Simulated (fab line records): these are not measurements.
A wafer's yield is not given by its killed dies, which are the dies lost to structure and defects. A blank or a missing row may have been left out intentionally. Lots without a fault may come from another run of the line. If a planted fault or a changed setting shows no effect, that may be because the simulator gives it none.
Comparing a struck lot with a sound one | flow berkeley_cmos170 | 26 steps out of a route of 331
Sound: these wafers, L249.4, L249.5, L249.6. Struck: wafers L263.1, L263.6 (left out: L263.3, a lot-mate that was not struck); the cause follows at the end.
At each step with rows: each side's tool, then ch and its chambers, then its first start. Under that, the readings that differ: sound wafers | struck wafers | difference of the means | sigmas: that difference in standard deviations of wafers without a fault.
alike: a reading whose means differ by less than 2 such deviations, as well as words and numbers matching on both sides. not compared: withheld readings; readings where some wafer has no value; bounds like >300 that might hide an equal value; numbers whose values overlap and for which the record gives no deviation.
A row with sigmas, a row that says differs or no value, or rows on one side alone: a step with any of these is where the two part. When numbers do not overlap yet have no deviation, they are printed without sigmas and do not part them. A reading that every wafer of one side lacks parts them only if that side has two wafers or more.

first, 3 steps without rows for these wafers: UCB170_M1_EXPOSE_06 (exposes mask METAL1, target cd 700 nm); UCB170_M1_PEB_07; UCB170_M1_DEVELOP_08 (develop time 45 s).
UCB170_M1_CD_MEAS_09: target cd 700 nm.
  sound: cd_sem-01 at day 6 21:25; struck: cd_sem-02 at day 10 10:38
  alike: cd_nm
UCB170_M1_OVL_MEAS_10:
  sound: overlay-01 at day 6 21:30; struck: overlay-02 at day 10 10:45
  alike: M1_OVL
UCB170_M1_ETCH_11: etches BARC in N2/H2.
  sound on rie_diel-03 ch 0,1, day 6 21:31; struck on rie_diel-03 ch 0,2, day 10 10:47
  alike: drypump_motor_current_A, oes_product_au, rf_fwd_power_W, throttle_valve_pct
UCB170_M1_METAL_ETCH_12: etches Al in Cl2/BCl3, stops on PSG, target depth 780 nm, time 130 s.
  sound on rie_metal-04 ch 0,1, day 6 21:37; struck on rie_metal-01 ch 0,1, day 10 10:50
  alike: drypump_motor_current_A, oes_product_au, rf_fwd_power_W, throttle_valve_pct
  not compared: rf_hours_counter_h
UCB170_M1_STRIP_13: strips in O2.
  sound on plasma_asher-03 ch 0,1, day 6 21:44; struck on plasma_asher-03 ch 0, day 10 10:58
  alike: drypump_motor_current_A, oes_product_au
  not compared: rf_hours_counter_h
UCB170_M1_CD_MEAS_90: target cd 700 nm.
  sound: cd_sem-01 at day 6 21:52; struck: cd_sem-02 at day 10 11:04
  alike: cd_nm
then, 1 step without rows for these wafers: UCB170_M1_ANNEAL_14 (time 1200 s).
UCB170_V1_CVD_00: deposits SiO2 from TEOS/O2, target thk 2000 nm, time 250 s.
  sound on pecvd-01 ch 0,1,2, day 7 04:05; struck on pecvd-01 ch 1,2, day 10 13:16
  alike: heater_power_w, rf_fwd_power_W
UCB170_V1_THK_MEAS_01:
  sound: film_metro-02 at day 7 04:12; struck: film_metro-02 at day 10 13:26
  reading          | sound          | struck    | difference | sigmas
  V1_TEOS_THK (nm) | 1991 2034 2028 | 1964 1954 | -59        | -2
UCB170_V1_CMP_02: polishes SiO2.
  sound on cmp-01 ch 0,3, day 7 04:17; struck on cmp-01 ch 0, day 10 13:29
  reading                             | sound            | struck    | difference | sigmas
  model.SiO2_of_V1_CVD_00.thk_nm (nm) | 1001 998.7 998.6 | 1250 1251 | +251       |
  alike: motor_current_A
UCB170_V1_BOW_MEAS_03:
  sound: film_metro-04 at day 7 04:35; struck: film_metro-04 at day 10 13:47
  alike: V1_BOW
UCB170_V1_THK_MEAS_04:
  sound: film_metro-04 at day 7 04:41; struck: film_metro-04 at day 10 13:55
  reading              | sound             | struck        | difference | sigmas
  V1_POLISHED_THK (nm) | 999.5 999.3 998.3 | 1249.8 1250.3 | +251.0     | +99 or more
then, 7 steps without rows for these wafers: UCB170_V1_CLEAN_05 (cleans in DIW); UCB170_V1_HMDS_06 (prime time 60 s); UCB170_V1_COAT_07 (resist thk 900 nm); UCB170_V1_SOFTBAKE_08 (time 60 s); UCB170_V1_EXPOSE_09 (exposes mask VIA1, target cd 700 nm); UCB170_V1_PEB_10; UCB170_V1_DEVELOP_11 (develop time 45 s).
UCB170_V1_CD_MEAS_12: target cd 700 nm.
  sound: cd_sem-02 at day 7 05:59; struck: cd_sem-01 at day 10 17:53
  alike: cd_nm
UCB170_V1_OVL_MEAS_13:
  sound: overlay-01 at day 7 06:04; struck: overlay-02 at day 10 18:01
  alike: V1_OVL
UCB170_V1_ETCH_14: etches SiO2 in CHF3/CF4/Ar, stops on Al, target depth 1250 nm, time 291 s.
  sound on rie_diel-04 ch 1,2, day 7 06:05; struck on rie_diel-04 ch 0,2, day 10 18:03
  reading                        | sound             | struck      | difference | sigmas
  oes_product_au (a.u.)          | 0.877 0.861 0.870 | 0.988 0.990 | +0.120     | +14
  model.V1.feature_depth_nm (nm) | 1001 999.2 998.6  | 1237 1251   | +244       |
  model.etch.depth_nm (nm)       | 1001 998.7 998.6  | 1237 1251   | +245       |
  alike: cf4_flow_sccm, drypump_motor_current_A, rf_fwd_power_W, throttle_valve_pct
  not compared: rf_hours_counter_h
UCB170_V1_STRIP_15: strips in O2.
  sound on plasma_asher-04 ch 0,1, day 7 06:18; struck on plasma_asher-04 ch 0,1, day 10 18:14
  alike: drypump_motor_current_A, oes_product_au, strip_time_to_endpoint_s
  not compared: rf_hours_counter_h

== WHERE THEY PART ==
Earliest at UCB170_V1_THK_MEAS_01; latest, in this record, at UCB170_V1_ETCH_14. Later steps at which nothing parts them and some readings are alike: UCB170_V1_STRIP_15.

WHY: whatever the simulator had introduced
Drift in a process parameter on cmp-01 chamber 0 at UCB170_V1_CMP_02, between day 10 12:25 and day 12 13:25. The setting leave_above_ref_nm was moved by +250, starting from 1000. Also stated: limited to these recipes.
